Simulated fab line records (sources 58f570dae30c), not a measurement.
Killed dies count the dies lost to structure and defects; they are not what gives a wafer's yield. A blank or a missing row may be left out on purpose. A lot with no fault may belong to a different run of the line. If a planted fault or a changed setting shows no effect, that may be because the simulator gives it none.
What tool caused it?    flow berkeley cmos170    6 lots with 18 wafers sampled at 2 steps, on a route of 331 steps

== WHAT THE GAUGES SHOWED, per wafer ==
UCB170_CONTACT_CD_MEAS_15 targets a cd of 700 nm.
lot   measured     on         cd nm (nm)
L855  day 6 21:20  cd sem-01  699.8 699.0 699.6
L860  day 7 10:40  cd sem-01  698.6 697.0 698.9
L858  day 7 11:29  cd sem-01  699.2 699.5 699.5
L863  day 8 20:54  cd sem-02  700.4 700.1 699.9
L864  day 9 03:35  cd sem-01  697.3 697.7 698.9
L866  day 9 06:34  cd sem-01  749.3 748.8 749.1

== EACH LOT AND THE TOOL THAT RAN IT (in order: tool; ch and the chambers of the sampled wafers; start) ==
lot   UCB170_CONTACT_EXPOSE_12
L855  krf scanner-02 ch 0, day 6 20:41
L860  krf scanner-02 ch 0, day 7 10:16
L858  krf scanner-02 ch 0, day 7 11:05
L863  krf scanner-01 ch 0, day 8 20:31
L864  krf scanner-02 ch 0, day 9 02:58
L866  krf scanner-01 ch 0, day 9 06:08
- UCB170_CONTACT_EXPOSE_12: exposes mask CONT, target cd 700 nm.

== THE ANSWER, worked out from the rows above alone ==
Rule: the usual values come from the lots themselves. The widest of any qualifying gaps counts: lots, ordered by their means at a reading, are off when they make up no more than a third of the lots, leave a main group of 4 or more, and stand apart from it by 3 or more times the standard deviation of that group's means. If all means in a main group match to the digits the tables above print for the reading, that group is not used. Also off: a lot with no number at a reading for which 4 or more lots have one. All remaining lots with rows at the step are treated as sound.
Off: L866, at UCB170_CONTACT_CD_MEAS_15 (cd nm). For the main group the mean is 699.0 nm and the standard deviation 0.83.
If a tool, at a process step before that reading, ran all the lots that are off and no sound lot after the first of them, it fits. Those tools and the gauges at UCB170_CONTACT_CD_MEAS_15 are tried in the same way. Undecided on this evidence; 2 tools fit (krf scanner-01 at UCB170_CONTACT_EXPOSE_12, cd sem-01 at UCB170_CONTACT_CD_MEAS_15).

== WHAT WAS PUT IN BY THE SIMULATOR ==
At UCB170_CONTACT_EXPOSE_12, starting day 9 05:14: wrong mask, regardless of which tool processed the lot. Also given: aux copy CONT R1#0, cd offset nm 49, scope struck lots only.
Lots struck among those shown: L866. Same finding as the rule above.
